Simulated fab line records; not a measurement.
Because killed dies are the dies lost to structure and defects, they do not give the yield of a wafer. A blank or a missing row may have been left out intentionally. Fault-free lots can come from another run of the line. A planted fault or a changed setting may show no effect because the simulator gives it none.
fab line records	flow rit-cmos	part 2 of 2: steps 33 to 33 of 33
record lots=5	wafers=23
route steps=202 shown ACTIVE@4 NWELL@29 PWELL@44 WELLDRIVE@50 NRETRO@54 GATE@89 M1@202
start-h: hours from the record's opening day to when the first of the lot's shown wafers began	wait-h: time in hours since the lot's previous step	" the same as in the row above	L1.1+2: a row that stands for several wafers	- no value, or no start was given	* or withheld: withheld	< > ~ a bound
route shown NAME@n: a module of which the file shows steps, and the number in the route of the first	usual: average and standard deviation across the fault-free wafers	same: alike in all rows	chamber/n: place in a boat	sites: the reading at each site	_std_site: standard deviation of those values	_edge_site: outer sites' mean less inner sites'	radius-mm: for every site, how far away it sits from the centre of the wafer	mask NAME#n: copy n	behind: the most recent tool/chamber to have shaped the wafer	hold: what put the lot on hold/how long, in hours/how the hold closed	device: transistor that didn't switch, given as n, p or np	end of line: the same wafers' tests at the end of the route	a step with no rows: only its recipe	killed: at the first sort, the dies lost to defects and structure; wafer yield is something else	map: the dies of a wafer, with x for killed, . for not killed, _ for no die there
set.NAME: the setting as run; set.NAME@STEP: as run at that earlier step	model.NAME: the simulator's own value behind a step, which no gauge read
lots run with intentionally changed settings; tables by step, rows by wafer
## steps
# step RIT_M1_PROBE_99
# usual killed-at-contacts=0.1/0.25	killed-at-front-end=7/3.3	killed-dies=7/3.3	killed-open=3.1/2	killed-short=3.8/2.3
# same gross-dies=264	killed_at_M0_to_M3=0	killed_at_M4_up=0	killed-at-back-side=0	killed-at-other=0
lot.wafer	tool	chamber	start-h	wait-h	set.dose-mj@GATE_EXPOSE_13	killed-at-contacts	killed-at-front-end	killed-dies	killed-open	killed-short	model.etest.nmos_0p15.r-on-ohm-um	model.etest.pmos_0p15.r-on-ohm-um	model.etest.pmos_0p3.r-on-ohm-um	model.etest.pmos-turned.r-on-ohm-um
L077.1	prober-02	-	73.86	0.1	380	0	8	8	0	8	1129	2824	6357	3483
L077.2	prober-02	-	73.91	0.1	380	0	5	5	3	2	1130	2782	6453	3404
L077.4	prober-02	-	74.01	0.2	352.3	0	262	262	4	8	1458	3806	6929	4442
L077.5	prober-02	-	74.06	0.2	352.3	0	264	264	9	3	1360	3626	6741	4246
L077.6	prober-02	-	74.11	0.2	380	0	9	9	5	4	1095	2672	6267	3310
L078.1	prober-01	-	80.87	0.1	380	0	8	8	4	4	1111	2820	6206	3530
L078.2	prober-01	-	80.92	0.1	380	0	10	10	6	4	1079	2760	6212	3447
L078.3	prober-01	-	80.97	0.2	380	0	5	5	2	3	1126	2840	6247	3461
L078.5	prober-01	-	81.07	0.2	380	0	11	11	5	5	1083	2700	6116	3375
L078.6	prober-01	-	81.12	0.2	380	0	10	10	5	4	1054	2721	6175	3408
L079.1	prober-02	-	83.19	0.1	380	0	5	5	1	3	1236	2822	6366	3520
L079.2	prober-02	-	83.24	0.1	380	0	11	11	7	4	1167	2784	6351	3486
L079.3	prober-02	-	83.29	0.2	380	0	12	12	3	9	1187	2793	6281	3436
L079.4	prober-02	-	83.34	0.2	380	0	3	3	3	0	1170	2736	6296	3433
L079.6	prober-02	-	83.44	0.2	380	0	12	12	8	4	1177	2732	6198	3407
L083.1	prober-01	-	104.23	0.1	380	0	12	12	5	7	1167	2822	6195	3498
L083.2	prober-01	-	104.28	0.1	380	1	7	8	3	5	1130	2727	6161	3420
L083.4	prober-01	-	104.38	0.2	380	0	5	5	1	4	1140	2813	6272	3555
L085.1	prober-02	-	116.69	0.1	394.5	0	11	11	2	3	1024	2460	6132	3207
L085.2	prober-02	-	116.74	0.1	394.5	0	8	8	3	1	1066	2571	6260	3347
L085.4	prober-02	-	116.84	0.2	380	0	4	4	3	1	1127	2855	6307	3606
L085.5	prober-02	-	116.89	0.2	394.5	0	18	18	3	2	1023	2475	6193	3220
L085.6	prober-02	-	116.94	0.2	380	0	11	11	4	7	1145	2976	6502	3738
# killed by level:class
L077.1 SILICIDE:geometric-particle:short=4 GATE:geometric-particle:short=3 REOX:geometric-particle:short=1
L077.2 FOX2:geometric-particle:short=1 GATE:geometric-particle:open=1 REOX:geometric-particle:open=1 SILICIDE:geometric-particle:open=1 SILICIDE:geometric-particle:short=1
L077.4 GATE:area-expose=191 ACTIVE:area-etch=59 GATE:geometric-particle:short=5 GATE:geometric-particle:open=2 SILICIDE:geometric-particle:short=2 REOX:geometric-particle:open=1 REOX:geometric-particle:short=1 SILICIDE:geometric-particle:open=1
L077.5 GATE:area-expose=209 ACTIVE:area-etch=43 GATE:geometric-particle:open=5 GATE:geometric-particle:short=2 ACTIVE:geometric-particle:open=1 FOX1:geometric-particle:open=1 REOX:geometric-particle:open=1 REOX:geometric-particle:short=1
L077.6 GATE:geometric-particle:short=4 GATE:geometric-particle:open=2 FOX1:geometric-particle:open=1 REOX:geometric-particle:open=1 SPACER:geometric-particle:open=1
L078.1 GATE:geometric-particle:open=3 FOX1:geometric-particle:short=1 GATE:geometric-particle:short=1 REOX:geometric-particle:short=1 SILICIDE:geometric-particle:open=1 SILICIDE:geometric-particle:short=1
L078.2 FOX2:geometric-particle:open=3 GATE:geometric-particle:short=2 FOX2:geometric-particle:short=1 GATE:geometric-particle:open=1 REOX:geometric-particle:short=1 REOX:geometric-particle:open=1 SPACER:geometric-particle:open=1
L078.3 FOX1:geometric-particle:open=1 FOX1:geometric-particle:short=1 FOX2:geometric-particle:open=1 REOX:geometric-particle:short=1 SILICIDE:geometric-particle:short=1
L078.5 GATE:geometric-particle:open=3 GATE:geometric-particle:short=3 FOX2:geometric-particle:short=1 FOX2:geometric-particle:open=1 SILICIDE:geometric-particle:open=1 SILICIDE:geometric-particle:short=1 NRETRO:coat-microbubble-printed=1
L078.6 GATE:geometric-particle:short=4 GATE:geometric-particle:open=4 SILICIDE:geometric-particle:open=1 NRETRO:coat-microbubble-printed=1
L079.1 FOX2:geometric-particle:short=2 GATE:geometric-particle:open=1 REOX:geometric-particle:short=1 GATE:area-etch=1
L079.2 REOX:geometric-particle:open=3 SPACER:geometric-particle:open=3 REOX:geometric-particle:short=2 SPACER:geometric-particle:short=2 GATE:geometric-particle:open=1
L079.3 SILICIDE:geometric-particle:short=4 FOX2:geometric-particle:open=2 GATE:geometric-particle:short=2 FOX1:geometric-particle:short=1 FOX2:geometric-particle:short=1 GATE:geometric-particle:open=1 REOX:geometric-particle:short=1
L079.4 FOX1:geometric-particle:open=1 SPACER:geometric-particle:open=1 SILICIDE:geometric-particle:open=1
L079.6 REOX:geometric-particle:open=4 GATE:geometric-particle:short=3 SPACER:geometric-particle:open=2 FOX1:geometric-particle:short=1 FOX1:geometric-particle:open=1 SILICIDE:geometric-particle:open=1
L083.1 GATE:geometric-particle:open=2 ACTIVE:geometric-particle:short=1 FOX1:geometric-particle:short=1 FOX2:geometric-particle:short=1 GATE:geometric-particle:short=1 REOX:geometric-particle:short=1 REOX:geometric-particle:open=1 SPACER:geometric-particle:short=1
L083.2 GATE:geometric-particle:short=2 REOX:geometric-particle:short=2 FOX1:geometric-particle:open=1 SPACER:geometric-particle:open=1 REOX:geometric-particle:open=1 CONTACT:geometric-particle:short=1
L083.4 GATE:geometric-particle:short=3 GATE:geometric-particle:open=1 SILICIDE:geometric-particle:short=1
L085.1 GATE:area-expose=6 FOX1:geometric-particle:open=1 FOX2:geometric-particle:short=1 GATE:geometric-particle:short=1 GATE:geometric-particle:open=1 REOX:geometric-particle:short=1
L085.2 GATE:area-expose=4 GATE:geometric-particle:open=2 FOX1:geometric-particle:short=1 FOX1:geometric-particle:open=1
L085.4 FOX1:geometric-particle:open=1 GATE:geometric-particle:open=1 GATE:geometric-particle:short=1 REOX:geometric-particle:open=1
L085.5 GATE:area-expose=12 REOX:geometric-particle:open=2 FOX1:geometric-particle:short=1 SPACER:geometric-particle:short=1 SPACER:geometric-particle:open=1 PSD:coat-microbubble-printed=1
L085.6 SPACER:geometric-particle:short=3 FOX2:geometric-particle:open=2 GATE:geometric-particle:short=2 FOX2:geometric-particle:short=1 GATE:geometric-particle:open=1 SILICIDE:geometric-particle:open=1 SILICIDE:geometric-particle:short=1
## key
split step=RIT_ACTIVE_CVD_03	setting=temp-c	stated=810	by=lot
response step=RIT_ACTIVE_CVD_03	reading=model.Si3N4_of_ACTIVE_CVD_03.thk-nm	change=+20.7	per=1%	r=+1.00
response step=RIT_ACTIVE_THK_MEAS_04	reading=ACTIVE_NITRIDE_THK	change=+20.7	per=1%	r=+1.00
response step=RIT_ACTIVE_ETCH_13	reading=oes-product-au	change=+0.0606	per=1%	r=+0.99
response step=RIT_ACTIVE_ETCH_13	reading=model.ACTIVE.feature-depth-nm	change=+20.8	per=1%	r=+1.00
response step=RIT_ACTIVE_ETCH_13	reading=model.etch.depth-nm	change=+20.7	per=1%	r=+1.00
split step=RIT_ACTIVE_COAT_06	setting=spin-rpm	stated=3250	by=wafer
response step=RIT_ACTIVE_COAT_06	reading=model.NOVOLAK_of_ACTIVE_COAT_06.thk-nm	change=-5.21	per=1%	r=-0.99
response step=RIT_ACTIVE_HARDBAKE_12	reading=model.NOVOLAK_of_ACTIVE_COAT_06.thk-nm	change=-4.56	per=1%	r=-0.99
split step=RIT_NWELL_COAT_01	setting=spin-rpm	stated=2000	by=wafer
response step=RIT_NWELL_COAT_01	reading=model.NOVOLAK_of_NWELL_COAT_01.thk-nm	change=-6.98	per=1%	r=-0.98
response step=RIT_NWELL_HARDBAKE_07	reading=model.NOVOLAK_of_NWELL_COAT_01.thk-nm	change=-6.01	per=1%	r=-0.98
split step=RIT_NWELL_IMPLANT_08	setting=dose-cm2	stated=5e+13	by=wafer
response step=RIT_NWELL_TW_MEAS_10	reading=NWELL_TW	change=+5.77	per=1%	r=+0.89
response step=RIT_WELLDRIVE_RS_MEAS_01	reading=NWELL_RS	change=-1.61	per=1%	r=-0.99
split step=RIT_PWELL_DEVELOP_05	setting=dev-temp-c	stated=23	by=wafer
response none clear
split step=RIT_NRETRO_COAT_01	setting=resist-thk-nm	stated=1300	by=wafer
response step=RIT_NRETRO_COAT_01	reading=model.NOVOLAK_of_NRETRO_COAT_01.thk-nm	change=+13.3	per=1%	r=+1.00
response step=RIT_NRETRO_HARDBAKE_07	reading=model.NOVOLAK_of_NRETRO_COAT_01.thk-nm	change=+11.5	per=1%	r=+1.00
split step=RIT_GATE_EXPOSE_13	setting=dose-mj	stated=380	by=wafer
response step=RIT_GATE_CD_MEAS_16	reading=cd-nm	change=-5.5	per=1%	r=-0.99
response step=RIT_GATE_ETCH_19	reading=model.GATE.cd-nm	change=-5.53	per=1%	r=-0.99
response step=RIT_GATE_CD_MEAS_90	reading=cd-nm	change=-5.58	per=1%	r=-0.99
response step=RIT_M1_PROBE_99	reading=model.etest.pmos-turned.r-on-ohm-um	change=-125	per=1%	r=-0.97
response step=RIT_M1_PROBE_99	reading=model.etest.pmos_0p15.r-on-ohm-um	change=-126	per=1%	r=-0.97
response step=RIT_M1_PROBE_99	reading=model.etest.pmos_0p3.r-on-ohm-um	change=-63.1	per=1%	r=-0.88
response step=RIT_M1_PROBE_99	reading=model.etest.nmos_0p15.r-on-ohm-um	change=-36.9	per=1%	r=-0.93
split step=RIT_GATE_ETCH_19	setting=time-s	stated=165	by=wafer
response step=RIT_GATE_ETCH_19	reading=oes-product-au	change=-0.00612	per=1%	r=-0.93
